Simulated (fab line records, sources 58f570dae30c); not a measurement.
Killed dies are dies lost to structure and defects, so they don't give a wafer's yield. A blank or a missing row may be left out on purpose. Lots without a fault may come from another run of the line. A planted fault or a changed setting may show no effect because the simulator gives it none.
Which tool did it? | flow berkeley_cmos170 | 14 lots, 42 wafers sampled, at 6 steps of a route of 331

WHAT THE GAUGES READ, wafer by wafer
UCB170_PLDD_OVL_MEAS_07. Usual: PLDD_OVL -1 nm, standard deviation 4.4.
lot  | measured     | on         | PLDD_OVL (nm) | flag
L279 | day 6 16:42  | overlay-02 | -4 -3 -7      |
L281 | day 7 02:40  | overlay-01 | 2 -3 7        |
L282 | day 7 02:56  | overlay-02 | 2 -9 -1       |
L288 | day 8 08:55  | overlay-02 | -1 8 4        |
L285 | day 8 09:16  | overlay-01 | 3 9 7         |
L291 | day 9 01:59  | overlay-02 | 2 1 5         |
L292 | day 9 02:29  | overlay-01 | 1 -4 0        |
L294 | day 9 17:37  | overlay-02 | 5 5 5         |
L296 | day 10 04:15 | overlay-01 | 0 -3 -1       |
L295 | day 10 04:36 | overlay-01 | -5 -6 -7      |
L293 | day 10 04:47 | overlay-01 | -11 -7 -12    |
L301 | day 10 15:35 | overlay-02 | -2 -2 -8      |
L299 | day 10 16:35 | overlay-02 | -5 5 -6       |
L298 | day 10 16:52 | overlay-01 | 4 2 1         |

UCB170_NLDD_TW_MEAS_11. Usual: NLDD_TW 2230, standard deviation 18.
lot  | measured     | on            | NLDD_TW        | flag
L279 | day 6 19:43  | film_metro-03 | 2248 2231 2233 |
L281 | day 7 04:58  | film_metro-02 | 2208 2215 2220 |
L282 | day 7 06:01  | film_metro-01 | 2249 2226 2227 |
L288 | day 8 11:49  | film_metro-01 | 2237 2244 2246 |
L285 | day 8 12:33  | film_metro-01 | 2254 2235 2240 |
L291 | day 9 04:14  | film_metro-03 | 2231 2229 2225 |
L292 | day 9 04:41  | film_metro-03 | 2222 2225 2244 |
L294 | day 9 20:01  | film_metro-03 | 2138 2136 2133 | OFF
L296 | day 10 06:40 | film_metro-01 | 2248 2268 2249 |
L295 | day 10 06:53 | film_metro-02 | 2114 2117 2122 | OFF
L293 | day 10 07:10 | film_metro-01 | 2258 2260 2253 |
L301 | day 10 21:08 | film_metro-03 | 2236 2233 2231 |
L299 | day 10 21:49 | film_metro-03 | 2225 2223 2231 |
L298 | day 10 21:56 | film_metro-02 | 2203 2201 2215 |

UCB170_PSD_TW_MEAS_10. Usual: PSD_TW 2358, standard deviation 20.
lot  | measured     | on            | PSD_TW         | flag
L279 | day 7 01:38  | film_metro-02 | 2328 2341 2336 |
L281 | day 7 11:32  | film_metro-01 | 2360 2342 2357 |
L282 | day 7 11:32  | film_metro-02 | 2340 2354 2339 |
L288 | day 8 17:56  | film_metro-03 | 2341 2354 2361 |
L285 | day 8 17:50  | film_metro-03 | 2349 2352 2344 |
L291 | day 9 11:35  | film_metro-03 | 2359 2357 2369 |
L292 | day 9 12:03  | film_metro-01 | 2395 2387 2388 |
L294 | day 10 02:13 | film_metro-01 | 2374 2381 2387 |
L296 | day 10 13:32 | film_metro-01 | 2384 2375 2385 |
L295 | day 10 13:49 | film_metro-02 | 2343 2322 2334 |
L293 | day 10 14:12 | film_metro-02 | 2330 2336 2331 |
L301 | day 11 02:19 | film_metro-02 | 2360 2344 2350 |
L299 | day 11 02:34 | film_metro-03 | 2355 2355 2368 |
L298 | day 11 02:59 | film_metro-02 | 2358 2348 2353 |

UCB170_SDANNEAL_RS_MEAS_05: measures by four-point-probe. Usual: NLDD_RS 616.6 ohm/sq, standard deviation 1.4.
lot  | measured     | on            | NLDD_RS (ohm/sq)  | flag
L279 | day 7 06:07  | film_metro-03 | 615.9 615.8 617.1 |
L281 | day 7 16:14  | film_metro-01 | 615.3 615.6 615.4 |
L282 | day 7 16:21  | film_metro-03 | 617.7 618.1 617.0 |
L288 | day 8 21:36  | film_metro-01 | 617.3 616.3 615.8 |
L285 | day 8 21:13  | film_metro-03 | 615.3 615.8 616.7 |
L291 | day 9 16:03  | film_metro-02 | 614.8 616.4 616.4 |
L292 | day 9 16:28  | film_metro-03 | 615.7 613.9 616.8 |
L294 | day 10 06:21 | film_metro-02 | 536.3 536.2 536.5 | OFF
L296 | day 10 17:40 | film_metro-03 | 616.9 615.3 615.5 |
L295 | day 10 18:03 | film_metro-02 | 537.0 537.6 537.8 | OFF
L293 | day 10 22:38 | film_metro-03 | 615.4 615.4 615.4 |
L301 | day 11 06:05 | film_metro-01 | 616.4 615.8 616.9 |
L299 | day 11 05:57 | film_metro-03 | 617.9 617.8 618.0 |
L298 | day 11 06:32 | film_metro-01 | 615.7 615.0 614.8 |

WHICH TOOL RAN EACH LOT (tool, then ch and the chambers of the sampled wafers, then the start)
lot  | UCB170_PLDD_STRIP_10                 | UCB170_NLDD_IMPLANT_08
L279 | plasma_asher-03 ch 0,1, day 6 17:02  | implanter-01 ch 0, day 6 19:19
L281 | plasma_asher-03 ch 0, day 7 03:00    | implanter-01 ch 0, day 7 04:35
L282 | plasma_asher-02 ch 0,1, day 7 03:16  | implanter-01 ch 0, day 7 05:36
L288 | plasma_asher-03 ch 0, day 8 09:15    | implanter-03 ch 0, day 8 11:25
L285 | plasma_asher-02 ch 0,1, day 8 09:37  | implanter-02 ch 0, day 8 12:12
L291 | plasma_asher-02 ch 0,1, day 9 02:19  | implanter-03 ch 0, day 9 03:51
L292 | plasma_asher-04 ch 0,1, day 9 02:49  | implanter-02 ch 0, day 9 04:17
L294 | plasma_asher-02 ch 0,1, day 9 17:57  | implanter-01 ch 0, day 9 19:37
L296 | plasma_asher-02 ch 0,1, day 10 04:36 | implanter-03 ch 0, day 10 06:17
L295 | plasma_asher-02 ch 0,1, day 10 05:03 | implanter-01 ch 0, day 10 06:31
L293 | plasma_asher-03 ch 0,1, day 10 05:10 | implanter-02 ch 0, day 10 06:47
L301 | plasma_asher-03 ch 0,1, day 10 15:56 | implanter-03 ch 0, day 10 20:46
L299 | plasma_asher-02 ch 0,1, day 10 16:55 | implanter-02 ch 0, day 10 21:25
L298 | plasma_asher-04 ch 0,1, day 10 17:11 | implanter-03 ch 0, day 10 21:33
- UCB170_PLDD_STRIP_10: strips in O2.
- UCB170_NLDD_IMPLANT_08

WHAT THE TOOLS THEMSELVES READ (means of the sampled wafers that have a number; where no wafer has one, the mark that the record gives instead)
UCB170_PLDD_STRIP_10. Usual: drypump_motor_current_A 5.4 A, standard deviation 0.54; o2_flow_sccm 400.3 sccm, standard deviation 1.4; oes_product_au 0.734 a.u., standard deviation 0.0049; strip_time_to_endpoint_s 21.62 s, standard deviation 0.062.
lot  | tool            | drypump_motor_current_A (A) | o2_flow_sccm (sccm) | oes_product_au (a.u.) | strip_time_to_endpoint_s (s) | flag
L279 | plasma_asher-03 | 5.2                         | 400.8               | 0.737                 | 21.61                        |
L281 | plasma_asher-03 | 5.2                         | 400.4               | 0.731                 | 21.55                        |
L282 | plasma_asher-02 | 5.0                         | 400.0               | 0.727                 | 21.66                        |
L288 | plasma_asher-03 | 5.2                         | 400.9               | 0.734                 | 21.64                        |
L285 | plasma_asher-02 | 5.0                         | 400.7               | 0.736                 | 21.65                        |
L291 | plasma_asher-02 | 5.0                         | 399.7               | 0.735                 | 21.59                        |
L292 | plasma_asher-04 | 6.3                         | 400.4               | 0.737                 | 21.59                        |
L294 | plasma_asher-02 | 5.0                         | 398.9               | 0.730                 | 21.71                        |
L296 | plasma_asher-02 | 5.0                         | 400.0               | 0.735                 | 21.61                        |
L295 | plasma_asher-02 | 5.0                         | 400.0               | 0.737                 | 21.62                        |
L293 | plasma_asher-03 | 5.2                         | 400.6               | 0.735                 | 21.50                        |
L301 | plasma_asher-03 | 5.2                         | 399.9               | 0.737                 | 21.66                        |
L299 | plasma_asher-02 | 5.0                         | 399.9               | 0.737                 | 21.61                        |
L298 | plasma_asher-04 | 6.3                         | 401.4               | 0.734                 | 21.62                        |

UCB170_NLDD_IMPLANT_08. Usual: rotation_deg 0.004 degrees, standard deviation 0.019; tilt_deg 7.002 degrees, standard deviation 0.017.
lot  | tool         | rotation_deg (degrees) | tilt_deg (degrees) | flag
L279 | implanter-01 | 0.002                  | 7.013              |
L281 | implanter-01 | -0.013                 | 7.008              |
L282 | implanter-01 | 0.016                  | 6.988              |
L288 | implanter-03 | 0.024                  | 7.012              |
L285 | implanter-02 | 0.007                  | 6.997              |
L291 | implanter-03 | -0.010                 | 6.996              |
L292 | implanter-02 | 0.010                  | 7.007              |
L294 | implanter-01 | -0.012                 | -0.006             | OFF
L296 | implanter-03 | 0.020                  | 7.011              |
L295 | implanter-01 | 0.002                  | 0.018              | OFF
L293 | implanter-02 | -0.004                 | 6.991              |
L301 | implanter-03 | 0.003                  | 7.022              |
L299 | implanter-02 | 0.009                  | 7.010              |
L298 | implanter-03 | 0.015                  | 6.986              |

THE ANSWER, worked out from the rows above alone
Rule: a lot is off if the mean of its wafers that have a number lies more than 3 standard deviations from the usual mean. A lot without any number at a reading at which 4 lots or more have one is off too. The other lots that the step has rows for count as sound. The gauges are gone through in route order, then the tools' own readings, and for those a lot's mean is taken as printed above. The first step at which some lot is off is used, and at that step the reading that is off furthest; a lot without a number counts as furthest.
Off: L294, L295, at UCB170_NLDD_TW_MEAS_11 (NLDD_TW).
A tool fits if, at a process step before that reading, it ran every lot that is off, and no sound lot after the first of them. The gauges at UCB170_NLDD_TW_MEAS_11 aren't tried: what is off there is off at UCB170_NLDD_IMPLANT_08 too, on other tools, and a gauge's error can't cause that. One fits: implanter-01 at UCB170_NLDD_IMPLANT_08. Its last sound lot is L282 (day 7 05:36), its first lot that is off L294 (day 9 19:37): a fault that began between those two fits.
The tool's own readings at UCB170_NLDD_IMPLANT_08 bear it out: on the lots that are off they differ by more than 5 times the standard deviation of the sound lots' means. tilt_deg reads 0.006 degrees there against 7.003 degrees on the sound lots.

WHAT THE SIMULATOR HAD PUT IN
Process parameter drift: implanter-01, from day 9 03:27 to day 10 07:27, at UCB170_NLDD_IMPLANT_08. Setting tilt_deg, moved by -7, from 7. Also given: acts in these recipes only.
Lots struck among those shown: L294, L295. The rule above found the same.
